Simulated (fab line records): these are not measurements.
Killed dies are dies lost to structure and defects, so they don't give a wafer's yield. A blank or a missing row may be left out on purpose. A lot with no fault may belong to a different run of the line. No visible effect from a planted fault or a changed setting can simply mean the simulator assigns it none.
Which tool did it? + flow berkeley cmos170 + 14 lots, 42 wafers sampled, at 3 steps of a route of 331

WHAT THE GAUGES SHOWED, per wafer
UCB170_NSD_CD_MEAS_06: target cd 1200 nm.
| lot  | measured     | on        | cd nm (nm)           |
|------|--------------|-----------|----------------------|
| L864 | day 6 17:46  | cd sem-01 | 1199.1 1199.1 1199.1 |
| L865 | day 7 04:04  | cd sem-01 | 1198.2 1198.5 1198.6 |
| L866 | day 7 04:17  | cd sem-01 | 1199.9 1200.1 1200.3 |
| L868 | day 7 17:29  | cd sem-01 | 1198.5 1199.7 1199.4 |
| L870 | day 8 08:10  | cd sem-01 | 1200.0 1198.0 1198.2 |
| L871 | day 8 08:37  | cd sem-01 | 1200.2 1199.5 1199.4 |
| L874 | day 9 05:25  | cd sem-01 | 1201.2 1201.9 1201.8 |
| L877 | day 10 06:46 | cd sem-01 | 1199.6 1198.8 1199.7 |
| L883 | day 10 07:04 | cd sem-01 | 1200.7 1201.3 1200.9 |
| L880 | day 10 07:19 | cd sem-01 | 1198.1 1197.5 1197.2 |
| L878 | day 10 07:36 | cd sem-01 | 1199.1 1199.7 1200.0 |
| L881 | day 10 07:53 | cd sem-01 | 1200.5 1199.9 1199.9 |
| L885 | day 10 22:45 | cd sem-02 | 1198.7 1199.3 1198.9 |
| L886 | day 11 04:28 | cd sem-02 | 1199.5 1200.8 1199.9 |

UCB170_NSD_OVL_MEAS_07.
| lot  | measured     | on         | NSD_OVL (nm) |
|------|--------------|------------|--------------|
| L864 | day 6 17:53  | overlay-02 | 8 -2 3       |
| L865 | day 7 04:11  | overlay-02 | 6 1 -7       |
| L866 | day 7 04:23  | overlay-02 | -10 -6 -3    |
| L868 | day 7 17:34  | overlay-01 | 2 -2 9       |
| L870 | day 8 08:16  | overlay-02 | -9 -2 -6     |
| L871 | day 8 08:44  | overlay-02 | -2 -3 -3     |
| L874 | day 9 05:32  | overlay-01 | 0 0 0        |
| L877 | day 10 06:53 | overlay-01 | -5 1 -2      |
| L883 | day 10 07:10 | overlay-02 | 5 3 0        |
| L880 | day 10 07:26 | overlay-02 | 7 -1 1       |
| L878 | day 10 07:42 | overlay-02 | -1 -7 0      |
| L881 | day 10 07:59 | overlay-01 | -4 -3 2      |
| L885 | day 10 22:50 | overlay-01 | -2 3 5       |
| L886 | day 11 04:35 | overlay-02 | -3 1 -3      |

UCB170_V1_BOW_MEAS_03.
| lot  | measured     | on            | V1_BOW (um) |
|------|--------------|---------------|-------------|
| L864 | day 7 05:56  | film metro-02 | 28 14 19    |
| L865 | day 7 22:27  | film metro-02 | 14 20 33    |
| L866 | day 7 22:10  | film metro-01 | 12 19 17    |
| L868 | day 8 08:38  | film metro-04 | 23 23 21    |
| L870 | day 8 20:45  | film metro-04 | 6 19 6      |
| L871 | day 8 21:02  | film metro-01 | 26 15 13    |
| L874 | day 9 22:05  | film metro-02 | 23 18 11    |
| L877 | day 10 23:11 | film metro-04 | 21 18 24    |
| L883 | day 11 03:15 | film metro-04 | 27 11 14    |
| L880 | day 11 03:32 | film metro-02 | 27 21 21    |
| L878 | day 11 03:15 | film metro-01 | 17 18 20    |
| L881 | day 11 03:33 | film metro-04 | 15 27 19    |
| L885 | day 11 14:35 | film metro-04 | 7 11 10     |
| L886 | day 11 19:49 | film metro-04 | 15 20 32    |

WHICH TOOL RAN EACH LOT (tool, then ch and the chambers of the sampled wafers, then the start)
No process step before these readings appears in the record.

WHAT THE TOOLS THEMSELVES READ (means of the sampled wafers that have a number; where no wafer has one, the mark that the record gives instead)
The record holds no such reading with a usual standard deviation.

THE ANSWER, worked out from the rows above alone
Rule: usual is defined by the lots themselves. The widest of any qualifying gaps counts: lots, ordered by their means at a reading, are off when they make up no more than a third of the lots, leave a main group of 4 or more, and stand apart from it by 3 or more times the standard deviation of that group's means. If all means in a main group match to the digits the tables above print for the reading, that group is not used. Also off: a lot with no number at a reading for which 4 or more lots have one. Where the step has rows for the other lots, those lots are counted as sound. First the gauges in route order, then the tools' own readings, where a lot's mean is used as printed above. The first step at which some lot is off is used, and at that step the reading that is off furthest; a lot without a number counts as furthest.
No lot is off on any of the readings shown, so nothing can be concluded from this.

WHAT THE SIMULATOR PUT IN
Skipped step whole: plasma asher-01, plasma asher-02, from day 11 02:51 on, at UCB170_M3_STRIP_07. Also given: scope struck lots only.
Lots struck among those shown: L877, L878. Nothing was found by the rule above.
